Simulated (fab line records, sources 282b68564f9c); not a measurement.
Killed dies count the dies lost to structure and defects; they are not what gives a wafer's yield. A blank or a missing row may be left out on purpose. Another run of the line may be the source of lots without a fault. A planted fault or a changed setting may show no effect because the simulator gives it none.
Problem report in the 8D (eight disciplines) form, filled by code ; flow rit_cmos ; the parts of the form that need people (team, actions taken, sign-off) are left out

## 1. THE ISSUE
Wafers without a fault read 7 with a standard deviation of 3.2, while killed_at_front_end at RIT_M1_PROBE_99 averages 34 across 3 wafers of 1 lot. That puts it +8.3 standard deviations away from the usual mean.
The first sign was on wafer L455.1 at day 7 16:52, on prober-02. Wafers with a number at this step in the record: 9, from 3 lots. Rule for "out" (also "out of limits"): further than 4 standard deviations from the usual mean. The rest of the wafers with a number are treated as sound.

## 2. WHAT IT IS, WHAT IT ISN'T
question;is;is not
which readings at this step;killed_at_front_end, killed_dies, killed_on_rim;killed_at_M0_to_M3, killed_at_contacts, killed_open, killed_short
which lots;L455;L439, L457
which wafers of those lots;all that have a number;-
read on which tools;prober-02;-
when;from day 7 16:52;"up to then (3 sound wafers); but 3 sound wafers of L457 came after"

## 3. THE SUSPECTS, EACH WITH WHAT RULES IT OUT
Counting: a tool stays on the suspect list if, at a process step up to the reading, it processed all lots that are out and no sound lot following the first of them.
- wet_bench-03 at RIT_FOX1_WET_ETCH_02 (etches SiO2 in BOE, target depth 350 nm, time 390 s): kept. It ran the lot that is out, L455 (day 5 21:34), and no sound lot after that.
- plasma_asher-04 at RIT_CONTACT_STRIP_12 (strips in O2, time 180 s): kept. It ran the lot that is out, L455 (day 7 11:56), and no sound lot after that.
- prober-02 at RIT_M1_PROBE_99: ruled out as a lasting fault. Sound lots L457 ran on it after its first lot that is out, L455 (day 7 16:52).
Left after counting: wet_bench-03 at RIT_FOX1_WET_ETCH_02, plasma_asher-04 at RIT_CONTACT_STRIP_12.

## 4. THE CAUSE (what the simulator had put in)
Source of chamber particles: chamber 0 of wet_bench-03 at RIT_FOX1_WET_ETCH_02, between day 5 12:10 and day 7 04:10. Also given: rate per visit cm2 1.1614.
2 suspects survive the count, and this tool is in that group.

## 5. THE CHAIN OF EFFECTS, in route order
Rows list readings where the struck wafers' mean (over those with a number) sits beyond 3 standard deviations from the usual. Scope: only readings with a usual standard deviation given in the record; hours: median across lots of the time from each lot's start at the first step in this table that gives one to its start at this step; sigmas: change in usual standard deviations.
hours;step;reading;usual;on struck wafers;change;sigmas
0;RIT_M1_PROBE_99;killed_at_front_end;7;34;+27;+8.3
0;RIT_M1_PROBE_99;killed_dies;7;34;+27;+8.3
0;RIT_M1_PROBE_99;killed_on_rim;1.9;10.7;+8.8;+6.3
The process steps in it:
- RIT_M1_PROBE_99

## 6. WHAT WOULD HAVE CAUGHT IT SOONER
In this record no reading fell out of limits until day 7 16:52, 53 hours after the fault had begun at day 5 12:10.
Tool readings at RIT_FOX1_WET_ETCH_02 with a usual standard deviation given in the record: none out on any struck wafer, hence no alarm at a limit of 4 standard deviations on them.
All the lots that are out (1) had begun RIT_FOX1_WET_ETCH_02 on wet_bench-03 by day 7 16:52. None of them would have been spared by holding the tool at that moment.
